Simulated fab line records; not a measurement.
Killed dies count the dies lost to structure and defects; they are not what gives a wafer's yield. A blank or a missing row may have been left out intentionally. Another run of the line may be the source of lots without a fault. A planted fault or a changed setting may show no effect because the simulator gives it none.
Problem report, 8D (eight disciplines) form, completed by code	flow berkeley_cmos170	the parts of the form that need people (team, actions taken, sign-off) are left out

## 1. WHAT WENT WRONG
Across 6 wafers from 2 lots, PLDD_RS at UCB170_SDANNEAL_RS_MEAS_04 averages 885.0 ohm/sq, while fault-free wafers read 1031.9 ohm/sq with a standard deviation of 2.4. Relative to the usual mean, that is a shift of -61 standard deviations.
The step: measures by four-point-probe.
First seen on wafer L203.2, day 10 05:18, on film_metro-04. The record holds 39 wafers of 13 lots with a number at this step. By rule, "out" or "out of limits" means more than 4 standard deviations away from the usual mean. The other wafers with a number count as sound.

## 2. WHAT THIS IS AND IS NOT
question	is	is not
which readings at this step	PLDD_RS	-
which lots	L203, L206	L193, L194, L195, L196, L197, L198, L202, L208, L210, L214, L216
which wafers of those lots	all that have a number	-
read on which gauges	film_metro-04	film_metro-02, film_metro-03
when	from day 10 05:18	up to then (21 sound wafers); but 12 sound wafers of L208, L210, L214, L216 came after

## 3. WHAT RULES OUT EACH SUSPECT
Counting: a tool at any process step up to the reading remains a suspect when it ran all the lots that are out and ran no sound lot after the first of those.
- the gauge at UCB170_SDANNEAL_RS_MEAS_04 is ruled out. All the wafers that are out were read on film_metro-04, but those of them that UCB170_PLDD_IMPLANT_09 has rows for are out there too, on other tools.
- implanter-04 at UCB170_PLDD_IMPLANT_09: kept. Every lot that is out went through it, starting with L203 (day 9 14:00), and after that it ran no sound lot; the last sound lot it ran before then is L197 (day 8 05:45). On those wafers its own readings are out: beam_on_s, faraday_current_uA.
Remaining after the count: implanter-04 at UCB170_PLDD_IMPLANT_09.

## 4. THE CAUSE (what the simulator had put in)
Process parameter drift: implanter-04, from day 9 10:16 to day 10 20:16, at UCB170_PLDD_IMPLANT_09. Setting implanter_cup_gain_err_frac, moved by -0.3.
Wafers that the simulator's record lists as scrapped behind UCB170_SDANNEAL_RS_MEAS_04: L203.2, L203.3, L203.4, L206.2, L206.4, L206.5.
The count eliminated every tool but this one.

## 5. THE CHAIN OF EFFECTS, in route order
Each row: a reading where the mean over the struck wafers with a number is more than 3 standard deviations away from the usual. Only readings for which the record gives a usual standard deviation are gone through. hours: the time from each lot's start at the first step in this table that gives one to its start at this step, as a median over the lots. sigmas: the change in usual standard deviations.
hours	step	reading	usual	on struck wafers	change	sigmas
0	UCB170_PLDD_IMPLANT_09	beam_on_s	10.00 s	14.42	+4.42	+21
0	UCB170_PLDD_IMPLANT_09	faraday_current_uA	159	110	-49	-15
15	UCB170_SDANNEAL_RS_MEAS_04	PLDD_RS	1031.9 ohm/sq	885.0	-146.9	-61
Here are the process steps it includes:
- UCB170_PLDD_IMPLANT_09

## 6. WHAT WOULD HAVE CAUGHT IT SOONER
19 hours passed between the start of the fault at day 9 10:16 and the first reading out of limits at a measuring or inspecting step in this record, taken at day 10 05:18.
Tool's own readings at UCB170_PLDD_IMPLANT_09, beam_on_s, faraday_current_uA: out on all struck wafers the step has rows for; an alarm limit on them would have tripped on the first.
Among the 2 lots that are out, L206 began UCB170_PLDD_IMPLANT_09 on implanter-04 after day 10 05:18. It would have been spared by a hold on the tool at that moment.
